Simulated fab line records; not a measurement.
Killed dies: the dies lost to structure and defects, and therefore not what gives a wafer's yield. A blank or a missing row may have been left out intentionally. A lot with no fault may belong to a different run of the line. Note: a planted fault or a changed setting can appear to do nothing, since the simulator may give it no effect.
Chamber matching / flow berkeleyCmos170 / cmp-01 running UCB170_V1_CMP_02: 4 sister chambers
The step polishes SiO2. 20 wafers are shown with their chamber, then 10 later ones without.

== WAFERS PAIRED WITH THEIR CHAMBERS ==
wafer=L136.2; chamber=2; motorCurrentA (A)=15.7; slurryFilterDpKPa (kPa)=13.49; retainingRingPressureFrac=1.001
wafer=L136.4; chamber=1; motorCurrentA (A)=19.3; slurryFilterDpKPa (kPa)=13.39; retainingRingPressureFrac=1.003
wafer=L136.6; chamber=1; motorCurrentA (A)=19.3; slurryFilterDpKPa (kPa)=13.73; retainingRingPressureFrac=0.996
wafer=L140.3; chamber=1; motorCurrentA (A)=18.8; slurryFilterDpKPa (kPa)=13.66; retainingRingPressureFrac=1.012
wafer=L140.5; chamber=1; motorCurrentA (A)=18.3; slurryFilterDpKPa (kPa)=13.68; retainingRingPressureFrac=1.008
wafer=L140.6; chamber=2; motorCurrentA (A)=15.0; slurryFilterDpKPa (kPa)=13.34; retainingRingPressureFrac=1.007
wafer=L146.1; chamber=3; motorCurrentA (A)=15.7; slurryFilterDpKPa (kPa)=13.42; retainingRingPressureFrac=1.004
wafer=L146.3; chamber=2; motorCurrentA (A)=15.6; slurryFilterDpKPa (kPa)=13.40; retainingRingPressureFrac=1.004
wafer=L146.5; chamber=3; motorCurrentA (A)=15.6; slurryFilterDpKPa (kPa)=13.24; retainingRingPressureFrac=1.009
wafer=L145.3; chamber=0; motorCurrentA (A)=19.1; slurryFilterDpKPa (kPa)=13.47; retainingRingPressureFrac=1.000
wafer=L145.5; chamber=0; motorCurrentA (A)=19.1; slurryFilterDpKPa (kPa)=13.41; retainingRingPressureFrac=1.005
wafer=L145.6; chamber=1; motorCurrentA (A)=19.0; slurryFilterDpKPa (kPa)=13.51; retainingRingPressureFrac=0.994
wafer=L147.1; chamber=1; motorCurrentA (A)=18.5; slurryFilterDpKPa (kPa)=13.53; retainingRingPressureFrac=0.995
wafer=L147.4; chamber=2; motorCurrentA (A)=15.2; slurryFilterDpKPa (kPa)=13.49; retainingRingPressureFrac=1.001
wafer=L147.5; chamber=3; motorCurrentA (A)=16.0; slurryFilterDpKPa (kPa)=13.63; retainingRingPressureFrac=1.000
wafer=L149.3; chamber=2; motorCurrentA (A)=15.7; slurryFilterDpKPa (kPa)=13.55; retainingRingPressureFrac=1.004
wafer=L149.5; chamber=3; motorCurrentA (A)=15.6; slurryFilterDpKPa (kPa)=13.39; retainingRingPressureFrac=0.997
wafer=L149.6; chamber=0; motorCurrentA (A)=19.3; slurryFilterDpKPa (kPa)=13.49; retainingRingPressureFrac=1.004
wafer=L153.2; chamber=0; motorCurrentA (A)=17.4; slurryFilterDpKPa (kPa)=13.20; retainingRingPressureFrac=0.997
wafer=L153.3; chamber=2; motorCurrentA (A)=15.1; slurryFilterDpKPa (kPa)=13.54; retainingRingPressureFrac=0.998

SIGNATURES (means of the wafers above)
reading=motorCurrentA; chamber 0=18.725; chamber 1=18.867; chamber 2=15.383; chamber 3=15.725; scatter within a chamber=0.49
reading=slurryFilterDpKPa; chamber 0=13.3925; chamber 1=13.5833; chamber 2=13.4683; chamber 3=13.4200; scatter within a chamber=0.124
reading=retainingRingPressureFrac; chamber 0=1.00150; chamber 1=1.00133; chamber 2=1.00250; chamber 3=1.00250; scatter within a chamber=0.00533
Rule: for each reading, subtract the chamber's mean from the wafer's reading, divide by that reading's scatter and square the result; add these up over the readings and take the root, which gives the wafer's distance from the chamber. If the next closest chamber is less than 2 further off than the closest, the wafer can't be placed; otherwise it belongs to the closest. The scatter is the square root of a quotient: the sum, over the shown wafers, of each reading's squared deviation from its chamber's mean, divided by wafers minus chambers.

== WAFERS MISSING THEIR CHAMBER ==
wafer=L153.5; motorCurrentA (A)=19.7; slurryFilterDpKPa (kPa)=13.58; retainingRingPressureFrac=1.005
wafer=L154.2; motorCurrentA (A)=15.7; slurryFilterDpKPa (kPa)=13.32; retainingRingPressureFrac=0.998
wafer=L154.3; motorCurrentA (A)=15.6; slurryFilterDpKPa (kPa)=13.50; retainingRingPressureFrac=0.990
wafer=L154.4; motorCurrentA (A)=18.3; slurryFilterDpKPa (kPa)=13.59; retainingRingPressureFrac=1.006
wafer=L155.1; motorCurrentA (A)=20.6; slurryFilterDpKPa (kPa)=13.65; retainingRingPressureFrac=0.998
wafer=L155.2; motorCurrentA (A)=16.0; slurryFilterDpKPa (kPa)=13.63; retainingRingPressureFrac=0.995
wafer=L155.4; motorCurrentA (A)=15.5; slurryFilterDpKPa (kPa)=13.62; retainingRingPressureFrac=0.998
wafer=L158.1; motorCurrentA (A)=15.5; slurryFilterDpKPa (kPa)=13.33; retainingRingPressureFrac=1.004
wafer=L158.3; motorCurrentA (A)=18.1; slurryFilterDpKPa (kPa)=13.64; retainingRingPressureFrac=1.002
wafer=L158.5; motorCurrentA (A)=18.5; slurryFilterDpKPa (kPa)=13.54; retainingRingPressureFrac=1.000

== THE CHAMBER EACH PASSED THROUGH ==
wafer=L153.5; from the rows above=can't be placed: 1 or 0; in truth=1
wafer=L154.2; from the rows above=can't be placed: 3 or 2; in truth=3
wafer=L154.3; from the rows above=can't be placed: 2 or 3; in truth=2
wafer=L154.4; from the rows above=can't be placed: 1 or 0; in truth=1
wafer=L155.1; from the rows above=can't be placed: 1 or 0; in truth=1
wafer=L155.2; from the rows above=can't be placed: 3 or 2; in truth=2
wafer=L155.4; from the rows above=can't be placed: 2 or 3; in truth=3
wafer=L158.1; from the rows above=can't be placed: 3 or 2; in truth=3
wafer=L158.3; from the rows above=can't be placed: 1 or 0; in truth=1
wafer=L158.5; from the rows above=can't be placed: 1 or 0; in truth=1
Correctly placed: 0 of 10. Cannot be placed on the basis of these rows: 10; the candidates contain the true chamber in 10. Number placed wrongly: 0.
